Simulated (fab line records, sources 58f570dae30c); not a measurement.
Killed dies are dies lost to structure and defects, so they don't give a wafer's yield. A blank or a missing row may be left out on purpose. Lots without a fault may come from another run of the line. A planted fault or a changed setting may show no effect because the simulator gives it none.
fab line records | flow berkeley_cmos170 | part 2 of 2: steps 31 to 42 of 42
record lots=5 wafers=15 last_day=13
route steps=331 shown ACTIVE@62 PFIELD@79 FIELD@89 SACOX@97 SCREENOX@100
lots that met no fault: from a run of the same line without faults
start_h: hours from the record's first day to the start of the lot's first wafer shown | wait_h: hours since the lot's step before | " the same as in the row above | L1.1+2: a row that stands for several wafers | - no value, or no start given | * or withheld: withheld | < > ~ a bound
route shown NAME@n: a module of which the file shows steps, and the number in the route of the first | usual: mean/standard deviation of fault-free wafers | same: alike in all rows | chamber/n: place in a boat | sites: the reading at each site | _std_site: their standard deviation | _edge_site: outer sites' mean less inner sites' | radius_mm: how far each site lies from the wafer's centre | mask NAME#n: copy n | behind: the tool/chamber that last shaped the wafer | hold: why the lot was held/for how many hours/how that ended | device: the transistor (n, p or np) that didn't switch | end of line: the same wafers' tests at the end of the route | a step without rows: its recipe alone | killed: dies lost to structure and defects at the first sort, not the wafer's yield | map: a wafer's dies, x killed, . not, _ none there
set.NAME: the setting as run; set.NAME@STEP: as run at that earlier step | model.NAME: the simulator's own value behind a step, which no gauge read
lots at some steps of the route; a table a step, a row a wafer
services: from which hour (start_h, from the record's first day; less than 0 if before it) a tool's chamber was out of use, for how many hours, and why
## steps
# step UCB170_FIELD_ANNEAL_03
# recipe temp_c=1000 time_s=1200 ambient=N2
# usual spike_tc_load_C=1025.4/2.5
# columns lot.wafer tool chamber start_h wait_h spike_tc_load_C
L078.2 furnace-02 0 143.55 5.7 1029.2
L078.4 " 0 " " 1027.9
L078.5 " 0 " " 1027.7
L086.2 furnace-01 0 180.85 9.0 1025.9
L086.3 " 0 " " 1024.7
L086.5 " 0 " " 1025.2
L091.4 furnace-01 0 207.21 4.7 1026.0
L091.5 " 0 " " 1024.4
L091.6 " 0 " " 1025.7
L093.2 furnace-04 0 215.72 4.3 1022.2
L093.5 " 0 " " 1022.5
L093.6 " 0 " " 1023.1
L094.2 furnace-04 0 215.72 4.4 1023.5
L094.3 " 0 " " 1021.6
L094.5 " 0 " " 1020.9
# step UCB170_FIELD_WET_ETCH_04
# recipe chemistry=dHF dilution=10:1 target=SiO2 temp_c=25 time_s=60
# columns lot.wafer tool chamber start_h wait_h
L078.2+4+5 wet_bench-01 1 144.89 0.0
L086.2+3+5 wet_bench-01 0 182.18 0.0
L091.4+5+6 wet_bench-01 2 208.69 0.2
L093.2+5+6 wet_bench-01 1 217.09 0.0
L094.2+3+5 wet_bench-01 0 217.09 0.0
# step UCB170_FIELD_WET_ETCH_05
# recipe chemistry=H3PO4 target=Si3N4 temp_c=160 time_s=12600
# columns lot.wafer tool chamber start_h wait_h
L078.2+4+5 wet_bench-01 0 145.10 0.2
L086.2+3+5 wet_bench-01 0 182.24 0.0
L091.4+5+6 wet_bench-01 1 208.72 0.0
L093.2+5+6 wet_bench-01 1 217.11 0.0
L094.2+3+5 wet_bench-01 3 217.11 0.0
# step UCB170_FIELD_WET_ETCH_06
# recipe chemistry=BOE dilution=5:1 target=SiO2 temp_c=25 time_s=22
# columns lot.wafer tool chamber start_h wait_h
L078.2+4+5 wet_bench-02 1 148.93 0.0
L086.2+3+5 wet_bench-03 2 189.89 0.0
L091.4+5+6 wet_bench-01 1 212.78 0.6
L093.2+5+6 wet_bench-02 1 220.62 0.0
L094.2+3+5 wet_bench-02 2 220.62 0.0
# step UCB170_FIELD_THK_MEAS_90
# recipe reads=SiO2_of_FIELD_OXIDATION_01
# usual FIELD_OXIDE_LEFT_1_THK=437/14
# columns lot.wafer tool chamber start_h wait_h FIELD_OXIDE_LEFT_1_THK[nm]
L078.2 film_metro-02 - 148.95 0.0 429
L078.4 " - " " 428
L078.5 " - " " 428
L086.2 film_metro-02 - 189.98 0.1 422
L086.3 " - " " 419
L086.5 " - " " 422
L091.4 film_metro-04 - 212.82 0.0 450
L091.5 " - " " 447
L091.6 " - " " 445
L093.2 film_metro-04 - 220.65 0.0 422
L093.5 " - " " 433
L093.6 " - " " 428
L094.2 film_metro-02 - 220.65 0.0 423
L094.3 " - " " 424
L094.5 " - " " 428
# step UCB170_SACOX_CLEAN_00
# recipe chemistry=dHF dilution=25:1 time_s=7.5
# columns lot.wafer tool chamber start_h wait_h
L078.2+4+5 wet_bench-04 0 149.00 0.0
L086.2+3+5 wet_bench-01 1 190.59 0.6
L091.4+5+6 wet_bench-01 1 212.97 0.1
L093.2+5+6 wet_bench-04 0 220.70 0.0
L094.2+3+5 wet_bench-04 3 220.70 0.0
# step UCB170_SACOX_OXIDATION_01
# recipe temp_c=900 ambient=O2 target_thk_a=144 ox_time_s=2447
# usual spike_tc_load_C=924.8/1.6
# columns lot.wafer tool chamber start_h wait_h spike_tc_load_C
L078.2 furnace-01 0 157.23 8.2 923.3
L078.4 " 0 " " 926.1
L078.5 " 0 " " 924.8
L086.2 furnace-01 0 197.79 7.2 924.5
L086.3 " 0 " " 922.5
L086.5 " 0 " " 924.3
L091.4 furnace-02 0 218.38 5.4 928.6
L091.5 " 0 " " 927.6
L091.6 " 0 " " 927.2
L093.2 furnace-02 0 224.57 3.9 925.9
L093.5 " 0 " " 927.9
L093.6 " 0 " " 925.8
L094.2 furnace-02 0 224.57 3.9 927.3
L094.3 " 0 " " 925.6
L094.5 " 0 " " 926.5
# step UCB170_SACOX_THK_MEAS_02
# recipe reads=SiO2_of_SACOX_OXIDATION_01
# usual SACOX_OXIDE_THK=14.7/0.35
# columns lot.wafer tool chamber start_h wait_h SACOX_OXIDE_THK[nm]
L078.2 film_metro-01 - 158.91 0.0 14.9
L078.4 " - " " 14.9
L078.5 " - " " 15.0
L086.2 film_metro-02 - 199.47 0.0 14.8
L086.3 " - " " 15.1
L086.5 " - " " 14.9
L091.4 film_metro-02 - 220.08 0.0 14.5
L091.5 " - " " 14.6
L091.6 " - " " 14.6
L093.2 film_metro-02 - 226.24 0.0 15.0
L093.5 " - " " 14.9
L093.6 " - " " 14.8
L094.2 film_metro-04 - 226.24 0.0 14.3
L094.3 " - " " 14.3
L094.5 " - " " 13.9
# step UCB170_SCREENOX_WET_ETCH_00
# recipe chemistry=dHF dilution=25:1 target=SiO2 temp_c=25 time_s=200
# columns lot.wafer tool chamber start_h wait_h
L078.2+4+5 wet_bench-04 3 158.96 0.0
L086.2+3+5 wet_bench-03 0 199.52 0.0
L091.4+5+6 wet_bench-03 3 220.11 0.0
L093.2+5+6 wet_bench-01 2 226.46 0.2
L094.2+3+5 wet_bench-01 0 226.46 0.2
# step UCB170_SCREENOX_OXIDATION_01
# recipe temp_c=900 ambient=O2 target_thk_a=144 ox_time_s=2400
# usual spike_tc_load_C=923.9/2.2
# columns lot.wafer tool chamber start_h wait_h spike_tc_load_C
L078.2 furnace-01 0 169.33 10.3 925.6
L078.4 " 0 " " 924.4
L078.5 " 0 " " 924.6
L086.2 furnace-04 0 204.97 5.4 921.7
L086.3 " 0 " " 923.0
L086.5 " 0 " " 922.2
L091.4 furnace-02 0 222.90 2.7 925.8
L091.5 " 0 " " 927.8
L091.6 " 0 " " 925.3
L093.2 furnace-02 0 231.48 5.0 925.1
L093.5 " 0 " " 927.2
L093.6 " 0 " " 925.9
L094.2 furnace-02 0 231.48 5.0 925.3
L094.3 " 0 " " 928.8
L094.5 " 0 " " 927.8
# step UCB170_SCREENOX_THK_MEAS_02
# recipe reads=SiO2_of_SCREENOX_OXIDATION_01
# usual SCREENOX_OXIDE_THK=14.4/0.3
# columns lot.wafer tool chamber start_h wait_h SCREENOX_OXIDE_THK[nm]
L078.2 film_metro-03 - 171.01 0.0 14.7
L078.4 " - " " 14.7
L078.5 " - " " 14.6
L086.2 film_metro-03 - 206.64 0.0 13.8
L086.3 " - " " 13.8
L086.5 " - " " 14.0
L091.4 film_metro-04 - 224.60 0.0 14.4
L091.5 " - " " 14.5
L091.6 " - " " 14.4
L093.2 film_metro-04 - 233.16 0.0 14.4
L093.5 " - " " 14.5
L093.6 " - " " 14.6
L094.2 film_metro-01 - 233.16 0.0 14.2
L094.3 " - " " 14.4
L094.5 " - " " 14.0
# step UCB170_SCREENOX_ANNEAL_03
# recipe temp_c=900 time_s=900 ambient=N2
# usual spike_tc_load_C=923.3/2.1
# columns lot.wafer tool chamber start_h wait_h spike_tc_load_C
L078.2 furnace-01 0 179.60 8.6 925.5
L078.4 " 0 " " 924.2
L078.5 " 0 " " 925.5
L086.2 furnace-04 0 212.80 6.1 921.6
L086.3 " 0 " " 921.9
L086.5 " 0 " " 921.2
L091.4 furnace-02 0 228.98 4.4 926.5
L091.5 " 0 " " 926.2
L091.6 " 0 " " 926.1
L093.2 furnace-01 0 236.27 3.1 923.6
L093.5 " 0 " " 924.6
L093.6 " 0 " " 922.2
L094.2 furnace-01 0 236.27 3.1 925.7
L094.3 " 0 " " 925.0
L094.5 " 0 " " 925.6
## services
# columns tool chamber start_h hours kind
lpcvd-02 - 94.27 4.4 repair
rie_diel-02 - 96.03 0.6 repair
plasma_asher-01 - 103.52 2.8 pm
plasma_asher-04 - 108.75 9.0 pm
krf_scanner-02 - 128.11 1.0 pm
krf_scanner-01 - 138.76 5.7 repair
krf_scanner-01 - 144.44 1.0 pm
krf_scanner-01 - 145.44 1.3 pm
krf_scanner-02 - 146.74 0.8 pm
furnace-04 - 152.01 6.6 repair
krf_scanner-01 - 159.35 0.8 pm
rie_diel-02 3 160.96 4.6 repair
implanter-02 - 171.37 7.8 pm
furnace-04 - 178.26 3.0 pm
furnace-01 - 184.23 1.8 repair
krf_scanner-01 - 192.26 1.3 repair
implanter-02 - 197.27 2.4 repair
krf_scanner-02 - 197.38 1.3 pm
furnace-01 - 209.89 3.7 pm
plasma_asher-03 - 211.06 1.3 repair
implanter-02 - 214.33 68.0 pm
rie_diel-01 0 220.65 6.5 repair
krf_scanner-02 - 230.38 0.1 repair
krf_scanner-01 - 233.61 0.3 repair
